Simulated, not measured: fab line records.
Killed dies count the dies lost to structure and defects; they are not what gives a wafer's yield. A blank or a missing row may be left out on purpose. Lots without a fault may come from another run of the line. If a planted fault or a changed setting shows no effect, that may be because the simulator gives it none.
Lot-split experiment    flow berkeley_cmos170    27 wafers read across 5 lots, on a route 331 steps long

## THE SPLIT ITSELF
At UCB170_V2_ETCH_14 (etches SiO2 in CHF3/CF4/Ar, stops on Al, target depth 1250 nm, time 291 s), the setting time_s was moved away from the recipe's 291 s on 6 of the 27 wafers read, by -31.9% to +21.1%. The other wafers ran this setting at the recipe's value.

The reading is taken at the split's own step.

## THE READING
oes_product_au, in a.u., at UCB170_V2_ETCH_14 (etches SiO2 in CHF3/CF4/Ar, stops on Al, target depth 1250 nm, time 291 s). Fault-free wafers of this fab line usually give 0.874 a.u., standard deviation 0.012 a.u.

wafer   tool, chamber at the split  time_s as run, s  against the recipe  oes_product_au, a.u.  against lot-mates on the recipe
L076.1  rie_diel-04, 0              291               recipe              0.847                 -
L076.2  rie_diel-04, 2              291               recipe              0.855                 -
L076.3  rie_diel-04, 1              291               recipe              0.863                 -
L076.4  rie_diel-04, 0              291               recipe              0.855                 -
L076.5  rie_diel-04, 2              291               recipe              0.860                 -
L076.6  rie_diel-04, 1              291               recipe              0.879                 -
L077.1  rie_diel-02, 0              291               recipe              0.851                 -
L077.2  rie_diel-02, 3              291               recipe              0.869                 -
L077.6  rie_diel-02, 0              291               recipe              0.867                 -
L080.1  rie_diel-02, 3              291               recipe              0.869                 -
L080.2  rie_diel-02, 1              291               recipe              0.891                 -
L080.3  rie_diel-02, 0              352.3             +21.1%              0.853                 -0.030
L080.4  rie_diel-02, 2              352.3             +21.1%              0.859                 -0.024
L080.5  rie_diel-02, 1              291               recipe              0.888                 -
L080.6  rie_diel-02, 0              352.3             +21.1%              0.849                 -0.034
L083.1  rie_diel-02, 1              291               recipe              0.892                 -
L083.2  rie_diel-02, 2              291               recipe              0.869                 -
L083.3  rie_diel-02, 0              291               recipe              0.867                 -
L083.4  rie_diel-02, 3              291               recipe              0.873                 -
L083.5  rie_diel-02, 1              291               recipe              0.889                 -
L083.6  rie_diel-02, 0              291               recipe              0.857                 -
L085.1  rie_diel-02, 1              198.3             -31.9%              0.998                 +0.126
L085.2  rie_diel-02, 0              198.3             -31.9%              0.974                 +0.102
L085.3  rie_diel-02, 2              291               recipe              0.867                 -
L085.4  rie_diel-02, 3              198.3             -31.9%              1.000                 +0.128
L085.5  rie_diel-02, 1              291               recipe              0.890                 -
L085.6  rie_diel-02, 0              291               recipe              0.858                 -

THE FIT
A straight line over all 27 wafers: oes_product_au changes by -0.00281 a.u. for each +1% of time_s; r = -0.87; the points scatter about the line by 0.021 a.u.
The same after taking each lot's own level away (the mean of its wafers on the recipe; 27 wafers): -0.00297 a.u. for each +1%; r = -0.92; scatter 0.017 a.u.
Per that fit: largest time_s move, reading shift of 0.095 a.u.
Across the lots, their own levels run from 0.8598 to 0.8827 a.u., a range of 1.9 times the standard deviation given above.
Hence the lot-to-lot level has little effect on the slope; both slopes agree.
Check: with one of the wafers moved furthest among these (-31.9%) left out of the fit, the line predicts +0.0925 a.u. for it against its lot-mates. It came out at +0.126 a.u. against them.
Tool readings at the split's step, against how far the setting was moved: oes_product_au r = -0.87.

## OTHER SPLITS ON THESE WAFERS
These wafers also went through other splits before the reading. Each is held against what the fit with the lots' levels taken away leaves over:
other split on the same wafers       wafers away from the commonest value  r with oes_product_au (lot level and that fit taken away)
UCB170_START_OXIDATION_02 ox_time_s  21                                    +0.24
UCB170_PWELL_ETCH_14 target_depth_a  9                                     -0.23
UCB170_SPACER_CVD_00 time_s          12                                    +0.07
UCB170_M1_METAL_ETCH_12 time_s       9                                     +0.39

## THE WHOLE CHAIN: every reading that the file lists as answering this split, in the file's order
step                what it does                                                               reading                                                                    change (the file's fit)                    r (the file's)
UCB170_V2_ETCH_14   etches SiO2 in CHF3/CF4/Ar, stops on Al, target depth 1250 nm, time 291 s  oes_product_au                                                             -0.00301 a.u. for each +1% of the setting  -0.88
UCB170_V2_ETCH_14   etches SiO2 in CHF3/CF4/Ar, stops on Al, target depth 1250 nm, time 291 s  KrF_of_V2_COAT_07.thk_nm (the simulator's own value, which no gauge read)  -2.75 nm for each +1% of the setting       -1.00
UCB170_V2_STRIP_15  strips in O2                                                               strip_time_to_endpoint_s                                                   withheld for each +1% of the setting       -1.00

## THE FILE'S OWN FIT
oes_product_au changes by -0.00301 a.u. for each +1% of time_s, r = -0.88.
